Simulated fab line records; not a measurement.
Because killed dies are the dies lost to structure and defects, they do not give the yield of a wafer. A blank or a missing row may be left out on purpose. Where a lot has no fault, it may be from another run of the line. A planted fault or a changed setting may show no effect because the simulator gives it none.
fab line records	flow berkeley-cmos170
record lots=6	wafers=14	last-day=11
route steps=331 shown CONTACT@226 M1@238 M3@331
lots untouched by any fault: they come from a run of this same line in which no faults occurred
start-h: hours from the record's opening day to when the first of the lot's shown wafers began	wait-h: time in hours since the lot's previous step	" same as the row above	L1.1+2: a row that stands for several wafers	- value missing, or start not given	* or withheld: withheld	< > ~ a bound
route shown NAME@n: NAME is a module with steps in the file, n the number in the route of the first one	usual: mean/standard deviation taken from wafers without a fault	same: alike in all rows	chamber/n: place in a boat	sites: per-site readings	_std_site: standard deviation of those values	_edge_site: outer sites' mean less inner sites'	radius-mm: for every site, how far away it sits from the centre of the wafer	mask NAME#n: copy n	behind: the most recent tool/chamber to have shaped the wafer	hold: cause of the lot's hold/its duration in hours/its outcome	device: the transistor (n, p or np) that didn't switch	end of line: tests run on the same wafers once the route is complete	a step without rows: its recipe alone	killed: at the first sort, the dies lost to defects and structure; wafer yield is something else	map: a wafer's dies, x killed, . not, _ none there
set.NAME: setting as actually run; set.NAME@STEP: the setting as run at that earlier step	model.NAME: the simulator's own value behind a step, which no gauge read
certain route steps with their lots: each step a table, each wafer a row
services: a tool's chamber out of use, with start hour (start-h, from the record's first day; less than 0 if before it), hours out, and reason
## steps
# step UCB170_CONTACT_COAT_10
# recipe resist=KrF	spin-rpm=1500	resist-thk-nm=900
# step UCB170_CONTACT_SOFTBAKE_11
# recipe resist=KrF	temp-c=130	time-s=60
# step UCB170_CONTACT_EXPOSE_12
# recipe mask-id=CONT	target-cd-nm=700	na=0.5	sigma-outer=0.6	source-shape=conventional	dose-mj=35
# step UCB170_CONTACT_PEB_13
# recipe peb-temp-c=130	peb-time-s=withheld	resist=KrF
# step UCB170_CONTACT_DEVELOP_14
# recipe developer=TMAH	develop-time-s=45	resist=KrF	dev-temp-c=21
# step UCB170_CONTACT_CD_MEAS_15
# recipe target-cd-nm=700
# usual cd-nm=700.3/1.4
lot.wafer	tool	chamber	start-h	wait-h	cd-nm
L870.3	cd-sem-02	-	154.84	-	702.8
L870.4	"	-	"	"	702.3
L870.6	"	-	"	"	701.4
L869.1	cd-sem-02	-	155.97	-	701.0
L869.3	"	-	"	"	701.6
L869.4	"	-	"	"	699.0
L874.1	cd-sem-02	-	183.33	-	700.6
L874.3	"	-	"	"	700.5
L874.4	"	-	"	"	701.3
L879.2	cd-sem-01	-	205.93	-	699.5
L879.3	"	-	"	"	698.1
L879.6	"	-	"	"	700.6
L884.2	cd-sem-01	-	238.17	-	701.4
L885.2	cd-sem-02	-	255.28	-	701.6
# step UCB170_CONTACT_OVL_MEAS_16
# usual CONTACT_OVL=3/4.9
lot.wafer	tool	chamber	start-h	wait-h	CONTACT_OVL[nm]
L870.3	overlay-01	-	154.93	0.1	4
L870.4	"	-	"	"	7
L870.6	"	-	"	"	8
L869.1	overlay-01	-	156.09	0.1	2
L869.3	"	-	"	"	6
L869.4	"	-	"	"	10
L874.1	overlay-02	-	183.45	0.1	10
L874.3	"	-	"	"	3
L874.4	"	-	"	"	6
L879.2	overlay-02	-	206.03	0.1	5
L879.3	"	-	"	"	5
L879.6	"	-	"	"	10
L884.2	overlay-01	-	238.28	0.1	7
L885.2	overlay-01	-	255.39	0.1	1
# step UCB170_CONTACT_ETCH_17
# recipe chemistry=N2/H2	target-depth-a=withheld	overetch-a=withheld	target=BARC	time-s=withheld	source-w=500	bias-w=100	pressure-mtorr=30	n2-flow-sccm=100	h2-flow-sccm=200
# usual drypump-motor-current-A=5.6/0.47	oes-product-au=0.997/0.027	rf-fwd-power-W=494.6/2.1	throttle-valve-pct=13.38/0.2
lot.wafer	tool	chamber	start-h	wait-h	drypump-motor-current-A	oes-product-au	rf-fwd-power-W	throttle-valve-pct
L870.3	rie-diel-03	0	154.96	0.0	5.7	0.960	493.9	12.86
L870.4	"	3	"	"	5.0	0.949	494.6	13.20
L870.6	"	1	"	"	5.6	1.000	491.3	13.42
L869.1	rie-diel-03	2	156.13	0.0	6.2	1.023	494.8	13.51
L869.3	"	0	"	"	5.7	0.957	496.7	12.86
L869.4	"	1	"	"	5.6	1.000	490.5	13.41
L874.1	rie-diel-01	0	183.48	0.0	5.1	0.982	495.8	13.50
L874.3	"	1	"	"	5.9	1.000	492.9	13.31
L874.4	"	2	"	"	6.5	0.994	494.5	13.49
L879.2	rie-diel-02	0	206.06	0.0	6.1	1.027	492.2	13.48
L879.3	"	2	"	"	5.3	1.000	495.0	13.62
L879.6	"	3	"	"	5.8	1.049	494.4	13.53
L884.2	rie-diel-02	3	238.31	0.0	5.8	1.063	494.6	13.52
L885.2	rie-diel-01	1	255.42	0.0	5.9	0.994	494.4	13.31
# step UCB170_CONTACT_ETCH_18
# recipe chemistry=CHF3/CF4/Ar	target=PSG	stop-on=TiSi2	CHF3_flow_sccm=45	cf4-flow-sccm=15	Ar_flow_sccm=150	pressure-mtorr=200	rf-w=700	target-depth-a=8400	over-etch-frac=0.2	time-s=195
# usual drypump-motor-current-A=5.6/0.47	oes-product-au=0.898/0.013	rf-fwd-power-W=697.6/2	throttle-valve-pct=6.99/0.092
lot.wafer	tool	chamber	start-h	wait-h	drypump-motor-current-A	oes-product-au	rf-fwd-power-W	rf-hours-counter-h	throttle-valve-pct
L870.3	rie-diel-03	0	-	-	5.7	0.889	695.9	149	6.85
L870.4	"	3	"	"	4.9	0.884	696.7	4	6.84
L870.6	"	1	"	"	5.6	0.907	695.0	-	7.02
L869.1	rie-diel-03	2	-	-	6.2	0.899	694.9	1	6.98
L869.3	"	0	"	"	5.7	0.891	691.6	149	6.87
L869.4	"	1	"	"	5.6	0.899	695.4	21	6.99
L874.1	rie-diel-01	0	-	-	5.1	0.895	697.4	19	6.99
L874.3	"	1	"	"	5.9	0.897	700.6	1	7.03
L874.4	"	2	"	"	6.5	0.891	697.2	95	7.02
L879.2	rie-diel-02	0	-	-	6.0	0.927	695.5	37	7.02
L879.3	"	2	"	"	5.3	0.905	698.6	112	7.12
L879.6	"	3	"	"	5.9	0.922	695.7	-	6.96
L884.2	rie-diel-02	3	-	-	5.8	0.913	697.2	16	7.01
L885.2	rie-diel-01	1	-	-	5.9	0.891	696.7	3	7.05
# step UCB170_CONTACT_STRIP_19
# recipe chemistry=O2	power-w=400	pressure-mtorr=3500	platen-temp-c=withheld	o2-flow-sccm=400	overash-fraction=0.5
# usual drypump-motor-current-A=5.95/0.17	oes-product-au=0.725/0.0046
lot.wafer	tool	chamber	start-h	wait-h	drypump-motor-current-A	oes-product-au	rf-hours-counter-h
L870.3	plasma-asher-03	1	155.16	-	5.74	0.727	-
L870.4	"	0	"	"	6.02	0.727	-
L870.6	"	0	"	"	6.03	0.728	-
L869.1	plasma-asher-03	1	156.30	-	5.71	0.722	46
L869.3	"	0	"	"	6.02	0.731	-
L869.4	"	1	"	"	5.71	0.723	-
L874.1	plasma-asher-02	1	183.65	-	6.09	0.730	8
L874.3	"	0	"	"	5.92	0.719	-
L874.4	"	1	"	"	6.07	0.726	-
L879.2	plasma-asher-04	0	206.23	-	5.80	0.722	55
L879.3	"	0	"	"	5.80	0.723	-
L879.6	"	1	"	"	6.20	0.722	-
L884.2	plasma-asher-04	1	238.48	-	6.21	0.721	58
L885.2	plasma-asher-04	1	255.58	-	6.20	0.721	60
# step UCB170_CONTACT_CD_MEAS_90
# recipe target-cd-nm=700
# usual cd-nm=699.7/1.8
lot.wafer	tool	chamber	start-h	wait-h	cd-nm
L870.3	cd-sem-02	-	155.26	0.1	700.3
L870.4	"	-	"	"	701.6
L870.6	"	-	"	"	699.0
L869.1	cd-sem-02	-	156.49	0.2	702.1
L869.3	"	-	"	"	699.9
L869.4	"	-	"	"	697.3
L874.1	cd-sem-01	-	183.75	0.1	700.6
L874.3	"	-	"	"	699.9
L874.4	"	-	"	"	701.9
L879.2	cd-sem-02	-	206.35	0.1	699.4
L879.3	"	-	"	"	698.6
L879.6	"	-	"	"	700.2
L884.2	cd-sem-02	-	238.60	0.1	699.2
L885.2	cd-sem-01	-	255.70	0.1	699.9
# step UCB170_CONTACT_CLEAN_20
# recipe chemistry=SPM	temp-c=120	time-s=600
# step UCB170_M1_SPUTTER_00
# recipe material=Al	target-thk-nm=600	time-s=80	power-w=6000	chamber-pressure-pa=0.5
# usual throttle-valve-pct=29.8/1.3
lot.wafer	tool	chamber	start-h	wait-h	throttle-valve-pct	model.Al_of_M1_SPUTTER_00.thk-nm
L870.3	pvd-sputter-04	-	155.55	0.0	29.9	601.6
L870.4	"	-	"	"	27.1	605.7
L870.6	"	-	"	"	27.3	605.2
L869.1	pvd-sputter-02	-	156.81	0.0	30.3	597.1
L869.3	"	-	"	"	29.5	604.6
L869.4	"	-	"	"	30.3	605.1
L874.1	pvd-sputter-04	-	184.06	0.0	31.0	603.4
L874.3	"	-	"	"	30.5	593.7
L874.4	"	-	"	"	30.7	595.8
L879.2	pvd-sputter-02	-	206.62	0.0	29.7	614.7
L879.3	"	-	"	"	30.1	601
L879.6	"	-	"	"	27.9	612.4
L884.2	pvd-sputter-04	-	238.89	0.0	30.8	721.8
L885.2	pvd-sputter-04	-	255.98	0.0	30.9	725.4
# step UCB170_M1_RS_MEAS_01
# recipe thk-meas-gauge=four-point-probe	reads=Al_of_M1_SPUTTER_00
# usual M1_AL_RS=0.0481/0.00057
lot.wafer	tool	chamber	start-h	wait-h	M1_AL_RS[ohm/sq]
L870.3	film-metro-02	-	155.65	0.1	0.0484
L870.4	"	-	"	"	0.0480
L870.6	"	-	"	"	0.0481
L869.1	film-metro-01	-	156.93	0.1	0.0489
L869.3	"	-	"	"	0.0482
L869.4	"	-	"	"	0.0483
L874.1	film-metro-01	-	184.12	0.0	0.0483
L874.3	"	-	"	"	0.0492
L874.4	"	-	"	"	0.0489
L879.2	film-metro-02	-	206.70	0.1	0.0474
L879.3	"	-	"	"	0.0484
L879.6	"	-	"	"	0.0476
L884.2	film-metro-02	-	238.97	0.1	0.0402
L885.2	film-metro-03	-	256.06	0.1	0.0400
# step UCB170_M1_THK_MEAS_02
# recipe thk-meas-gauge=xrf	reads=Al_of_M1_SPUTTER_00
# usual M1_AL_THK=606/7.2
lot.wafer	tool	chamber	start-h	wait-h	M1_AL_THK[nm]
L870.3	film-metro-02	-	155.75	0.1	604
L870.4	"	-	"	"	606
L870.6	"	-	"	"	609
L869.1	film-metro-01	-	157.05	0.1	598
L869.3	"	-	"	"	604
L869.4	"	-	"	"	603
L874.1	film-metro-01	-	184.24	0.1	603
L874.3	"	-	"	"	594
L874.4	"	-	"	"	596
L879.2	film-metro-02	-	206.81	0.1	617
L879.3	"	-	"	"	602
L879.6	"	-	"	"	611
L884.2	film-metro-02	-	239.08	0.1	720
L885.2	film-metro-03	-	256.17	0.1	721
# step UCB170_M1_COAT_03
# recipe resist=BARC	temp-c=withheld	time-s=withheld	spin-rpm=3000	resist-thk-nm=withheld
# step UCB170_M1_COAT_04
# recipe resist=KrF	spin-rpm=1500	resist-thk-nm=900
# step UCB170_M1_SOFTBAKE_05
# recipe resist=KrF	temp-c=130	time-s=60
# step UCB170_M1_EXPOSE_06
# recipe mask-id=METAL1	target-cd-nm=700	na=0.5	sigma-outer=0.6	source-shape=conventional	dose-mj=21
# step UCB170_M1_PEB_07
# recipe peb-temp-c=130	peb-time-s=withheld	resist=KrF
# step UCB170_M1_DEVELOP_08
# recipe developer=TMAH	develop-time-s=45	resist=KrF	dev-temp-c=21
# step UCB170_M1_CD_MEAS_09
# recipe target-cd-nm=700
# usual cd-nm=699.5/1.3
lot.wafer	tool	chamber	start-h	wait-h	cd-nm
L870.3	cd-sem-02	-	157.01	-	698.8
L870.4	"	-	"	"	700.4
L870.6	"	-	"	"	699.9
L869.1	cd-sem-02	-	158.14	-	700.9
L869.3	"	-	"	"	701.1
L869.4	"	-	"	"	701.6
L874.1	cd-sem-02	-	185.75	-	700.0
L874.3	"	-	"	"	700.0
L874.4	"	-	"	"	699.3
L879.2	cd-sem-01	-	208.10	-	698.7
L879.3	"	-	"	"	698.3
L879.6	"	-	"	"	698.0
L884.2	cd-sem-02	-	240.82	-	700.9
L885.2	cd-sem-02	-	257.74	-	699.8
# step UCB170_M1_OVL_MEAS_10
# usual M1_OVL=0/4.9
lot.wafer	tool	chamber	start-h	wait-h	M1_OVL[nm]
L870.3	overlay-01	-	157.11	0.1	6
L870.4	"	-	"	"	-1
L870.6	"	-	"	"	5
L869.1	overlay-01	-	158.26	0.1	14
L869.3	"	-	"	"	11
L869.4	"	-	"	"	6
L874.1	overlay-02	-	185.87	0.1	-5
L874.3	"	-	"	"	2
L874.4	"	-	"	"	-3
L879.2	overlay-02	-	208.21	0.1	0
L879.3	"	-	"	"	1
L879.6	"	-	"	"	-8
L884.2	overlay-01	-	240.92	0.1	3
L885.2	overlay-02	-	257.85	0.1	4
# step UCB170_M1_ETCH_11
# recipe chemistry=N2/H2	target-depth-a=withheld	overetch-a=withheld	target=BARC	time-s=withheld	source-w=500	bias-w=100	pressure-mtorr=30	n2-flow-sccm=100	h2-flow-sccm=200
# usual drypump-motor-current-A=5.7/0.48	oes-product-au=0.985/0.023	rf-fwd-power-W=495.3/2	throttle-valve-pct=13.40/0.15
lot.wafer	tool	chamber	start-h	wait-h	drypump-motor-current-A	oes-product-au	rf-fwd-power-W	throttle-valve-pct
L870.3	rie-diel-04	2	157.13	0.0	5.4	0.938	492.1	13.41
L870.4	"	3	"	"	5.7	0.986	496.7	13.16
L870.6	"	2	"	"	5.4	0.941	492.7	13.39
L869.1	rie-diel-04	1	158.30	0.0	6.4	0.962	497.5	13.35
L869.3	"	2	"	"	5.4	0.956	495.3	13.41
L869.4	"	3	"	"	5.7	0.981	492.9	13.15
L874.1	rie-diel-04	1	185.91	0.0	6.4	0.955	497.6	13.35
L874.3	"	0	"	"	5.7	1.001	494.9	13.55
L874.4	"	3	"	"	5.7	0.979	496.1	13.16
L879.2	rie-diel-01	2	208.24	0.0	6.5	0.992	494.6	13.47
L879.3	"	1	"	"	5.8	0.993	494.8	13.31
L879.6	"	3	"	"	5.5	0.987	499.8	13.57
L884.2	rie-diel-04	1	240.95	0.0	6.4	0.938	498.1	13.33
L885.2	rie-diel-01	0	257.88	0.0	5.0	0.995	493.5	13.51
# step UCB170_M1_METAL_ETCH_12
# recipe chemistry=Cl2/BCl3	target=Al	stop-on=PSG	pressure-mtorr=12	target-depth-a=7800	over-etch-frac=0.3	time-s=130	icp-w=600	bias-w=120	Cl2_flow_sccm=90	bcl3-flow-sccm=45
# usual drypump-motor-current-A=5.6/0.35	oes-product-au=0.853/0.015	rf-fwd-power-W=597.3/1.9	throttle-valve-pct=24.19/0.19
lot.wafer	tool	chamber	start-h	wait-h	drypump-motor-current-A	oes-product-au	rf-fwd-power-W	rf-hours-counter-h	throttle-valve-pct
L870.3	rie-metal-01	1	157.22	-	5.6	0.845	599.1	-	24.31
L870.4	"	0	"	"	5.9	0.830	599.9	-	24.15
L870.6	"	1	"	"	5.6	0.852	598.5	-	24.30
L869.1	rie-metal-02	0	158.34	-	5.6	0.858	595.2	9	24.01
L869.3	"	1	"	"	6.1	0.851	596.8	-	24.05
L869.4	"	0	"	"	5.6	0.870	593.6	-	24.01
L874.1	rie-metal-04	0	185.95	-	5.1	0.841	598.1	6	24.60
L874.3	"	0	"	"	5.1	0.838	598.9	-	24.61
L874.4	"	1	"	"	5.2	0.848	595.9	-	24.07
L879.2	rie-metal-04	0	208.28	-	5.1	0.845	599.7	7	24.58
L879.3	"	0	"	"	5.1	0.834	597.6	-	24.59
L879.6	"	1	"	"	5.2	0.852	597.4	-	24.05
L884.2	rie-metal-01	0	241.00	-	5.9	0.916	597.8	4	24.09
L885.2	rie-metal-01	1	257.92	-	5.6	0.951	595.5	13	24.25
# step UCB170_M1_STRIP_13
# recipe chemistry=O2	power-w=400	pressure-mtorr=3500	platen-temp-c=withheld	o2-flow-sccm=400	overash-fraction=0.5
# usual drypump-motor-current-A=5.79/0.24	oes-product-au=0.720/0.0051
lot.wafer	tool	chamber	start-h	wait-h	drypump-motor-current-A	oes-product-au	rf-hours-counter-h
L870.3	plasma-asher-03	0	157.34	0.1	6.01	0.712	-
L870.4	"	1	"	"	5.72	0.719	-
L870.6	"	0	"	"	6.01	0.724	-
L869.1	plasma-asher-03	1	158.47	0.1	5.73	0.728	46
L869.3	"	0	"	"	6.03	0.716	-
L869.4	"	1	"	"	5.72	0.715	-
L874.1	plasma-asher-04	0	186.09	0.1	5.81	0.714	52
L874.3	"	0	"	"	5.80	0.722	-
L874.4	"	1	"	"	6.20	0.719	-
L879.2	plasma-asher-01	1	208.41	0.1	5.62	0.732	44
L879.3	"	0	"	"	5.48	0.717	-
L879.6	"	0	"	"	5.49	0.720	-
L884.2	plasma-asher-04	0	241.13	0.1	5.82	0.717	58
L885.2	plasma-asher-01	1	258.05	0.1	5.58	0.727	49
# step UCB170_M3_PROBE_99
lot.wafer	tool	chamber	start-h	wait-h	model.etest.m1.rs-ohm-sq	model.etest.antenna-m1.vt-shift-v
L870.3	prober-02	-	175.56	0.2	0.04845	-0.01177
L869.1	prober-01	-	175.58	0.1	0.04873	-0.007399
L869.3	prober-01	-	175.68	0.2	0.04823	-0.008138
L869.4	prober-01	-	175.73	0.2	0.04787	-0.006756
L874.1	prober-02	-	205.12	0.1	0.04828	-0.008554
L874.3	prober-02	-	205.22	0.2	0.04829	-0.007042
L874.4	prober-02	-	205.27	0.2	0.04879	-0.0123
L879.2	prober-02	-	224.06	0.1	0.04722	-0.003125
L879.3	prober-02	-	224.11	0.2	0.04782	-0.003981
L879.6	prober-02	-	224.26	0.2	0.0475	-0.01388
L884.2	prober-01	-	259.80	0.1	0.04016	-0.006446
L885.2	prober-01	-	272.73	0.1	0.0404	-0.004541
# killed by level:class
L870.3 NWELL:area-etch=8 FIELD:geometric-particle:short=1 SCREENOX:geometric-particle:open=1
L869.1 SILICIDE:geometric-particle:open=1 ACTIVE:area-etch=1
L869.3 FIELD:geometric-particle:open=1 GATE:geometric-particle:open=1
L869.4 SILICIDE:geometric-particle:open=2 V1:geometric-particle:short=2 GATE:geometric-particle:short=1 SPACER:geometric-particle:open=1 M1:geometric-particle:short=1 M2:geometric-particle:short=1 M2:geometric-particle:open=1
L874.1 NWELL:area-etch=4 GATE:geometric-particle:open=1 SPACER:geometric-particle:short=1 V2:geometric-particle:open=1 V2:geometric-particle:short=1 M3:geometric-particle:short=1
L874.3 NWELL:area-etch=6 ACTIVE:area-etch=5 PWELL:area-etch=3 SACOX:geometric-particle:open=1 SPACER:geometric-particle:short=1 V2:geometric-particle:short=1
L874.4 NWELL:area-etch=4 ACTIVE:area-etch=3 PWELL:area-etch=2 GATE:geometric-particle:short=1 GATE:geometric-particle:open=1 SPACER:geometric-particle:short=1 SPACER:geometric-particle:open=1
L879.2 GATE:geometric-particle:open=1 V2:coat-microbubble-printed=1
L879.3 WELLDRIVE:geometric-particle:short=1 ACTIVE:geometric-particle:short=1 GATE:geometric-particle:short=1 SPACER:geometric-particle:short=1
L879.6 ACTIVE:geometric-particle:open=1
L885.2 SPACER:geometric-particle:open=4 FIELD:geometric-particle:short=1 GATE:geometric-particle:short=1
## services
tool	chamber	start-h	hours	kind
rie-diel-01	1	148.83	-	clean
rie-diel-01	1	148.83	19.1	scheduled-down
rie-diel-01	1	148.83	19.1	vent-cycle
rie-diel-04	0	158.09	3.2	repair
rie-metal-01	0	171.21	2.4	repair
plasma-asher-01	-	187.29	3.8	repair
rie-diel-03	0	188.29	-	clean
rie-diel-03	0	188.29	13.1	scheduled-down
rie-diel-03	0	188.29	13.1	vent-cycle
rie-diel-04	3	193.43	1.3	repair
rie-diel-04	-	222.43	0.9	repair
rie-diel-03	-	222.58	2.8	pm
plasma-asher-03	-	224.28	4.2	repair
rie-diel-02	3	240.02	8.7	repair
rie-diel-03	-	241.01	15.6	pm
## key
first-sign step=UCB170_M1_RS_MEAS_01	reading=M1_AL_RS	direction=down	sigmas=14	usual=0.0481	struck=0.0401
effect step=UCB170_M1_THK_MEAS_02	reading=M1_AL_THK	direction=up	sigmas=16	usual=606	struck=721
effect step=UCB170_M1_METAL_ETCH_12	reading=oes-product-au	direction=up	sigmas=5.5	usual=0.853	struck=0.934
model-effect step=UCB170_M1_SPUTTER_00	value=Al_of_M1_SPUTTER_00.thk-nm	without=608.8	struck=723.6
model-effect step=UCB170_M3_PROBE_99	value=etest.m1.rs-ohm-sq	without=0.04783	struck=0.04028
met-at UCB170_M1_SPUTTER_00
struck-wafers L884.2,L885.2
sort-left-out L884.2
tester-left-out L884,L885
onset-between 184.06 238.89
also-fits time
earlier-fault kind=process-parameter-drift	tool=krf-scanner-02	chamber=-	onset-h=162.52	steps=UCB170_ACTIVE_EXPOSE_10	channel=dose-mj	offset=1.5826	shape=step	acts-in=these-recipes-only	stated=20
fault kind=process-parameter-drift	tool=pvd-sputter-04	chamber=-	onset-h=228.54	steps=UCB170_M1_SPUTTER_00	channel=target-thk-nm	offset=114.76	shape=step	acts-in=these-recipes-only	stated=600	scope=struck-wafers-only
# tester-left-out: of these lots the tester's yield and bins aren't shown, on N5 and GAA mostly nor the transistor test; their killed dies are dies lost to structure and defects alone, not to doping, threshold or leakage, so they don't give the yield
# sort-left-out: the simulated sort isn't trusted on such a fault, so these wafers' sort isn't shown, and their yield isn't known
